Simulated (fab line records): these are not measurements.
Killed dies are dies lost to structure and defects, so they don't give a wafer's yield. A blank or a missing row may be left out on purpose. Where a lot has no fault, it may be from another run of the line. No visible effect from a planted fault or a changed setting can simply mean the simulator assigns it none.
The tool behind it: which one?    flow berkeleyCmos170    21 wafers from 7 lots sampled at 3 of the route's 331 steps

== WHAT THE GAUGES SHOWED, per wafer ==
UCB170_PFIELD_OVL_MEAS_06.
lot   measured     on          PFIELD_OVL (nm)
L532  day 4 12:14  overlay-02  1 3 1
L534  day 4 18:07  overlay-01  -1 3 -4
L536  day 5 07:54  overlay-01  8 10 3
L539  day 6 06:15  overlay-02  3 9 12
L543  day 7 01:53  overlay-01  90 94 86
L545  day 7 02:10  overlay-01  81 85 91
L551  day 8 06:43  overlay-02  8 8 15

== EACH LOT AND THE TOOL THAT RAN IT (in order: tool; ch and the chambers of the sampled wafers; start) ==
lot   UCB170_NWELL_STRIP_15               UCB170_PFIELD_EXPOSE_03
L532  plasmaAsher-03 ch 0,1, day 2 12:35  krfScanner-02 ch 0, day 4 11:37
L534  plasmaAsher-03 ch 0,1, day 2 22:23  krfScanner-01 ch 0, day 4 17:05
L536  plasmaAsher-04 ch 0,1, day 3 04:14  krfScanner-01 ch 0, day 5 07:32
L539  plasmaAsher-03 ch 0,1, day 4 00:16  krfScanner-01 ch 0, day 6 05:42
L543  plasmaAsher-01 ch 0,1, day 4 15:55  krfScanner-01 ch 0, day 7 01:16
L545  plasmaAsher-01 ch 0,1, day 5 01:21  krfScanner-01 ch 0, day 7 01:47
L551  plasmaAsher-01 ch 0,1, day 6 09:11  krfScanner-02 ch 0, day 8 05:34
- UCB170_NWELL_STRIP_15: strips in O2.
- UCB170_PFIELD_EXPOSE_03: exposes mask PFIELD, target cd 1500 nm.

== THE ANSWER, worked out from the rows above alone ==
Rule: usual is defined by the lots themselves. Put in order of their means at a reading, lots are off if they are a third of the lots or fewer, leave a main group of 4 or more, and stand apart from it by a gap of 3 or more times the standard deviation of the main group's means; of several such gaps the widest counts. If all means in a main group match to the digits the tables above print for the reading, that group is not used. A lot without any number at a reading at which 4 lots or more have one is off too. Any other lot the step has rows for is counted as sound.
Off: L543, L545, at UCB170_PFIELD_OVL_MEAS_06 (PFIELD_OVL). The main group: mean 5 nm, standard deviation 4.1.
If a tool, at a process step before that reading, ran all the lots that are off and no sound lot after the first of them, it fits. Gauges at UCB170_PFIELD_OVL_MEAS_06: tried the same way as those tools. Can't be told from this: 2 tools fit, krfScanner-01 at UCB170_PFIELD_EXPOSE_03, overlay-01 at UCB170_PFIELD_OVL_MEAS_06.

== WHAT THE SIMULATOR PUT IN ==
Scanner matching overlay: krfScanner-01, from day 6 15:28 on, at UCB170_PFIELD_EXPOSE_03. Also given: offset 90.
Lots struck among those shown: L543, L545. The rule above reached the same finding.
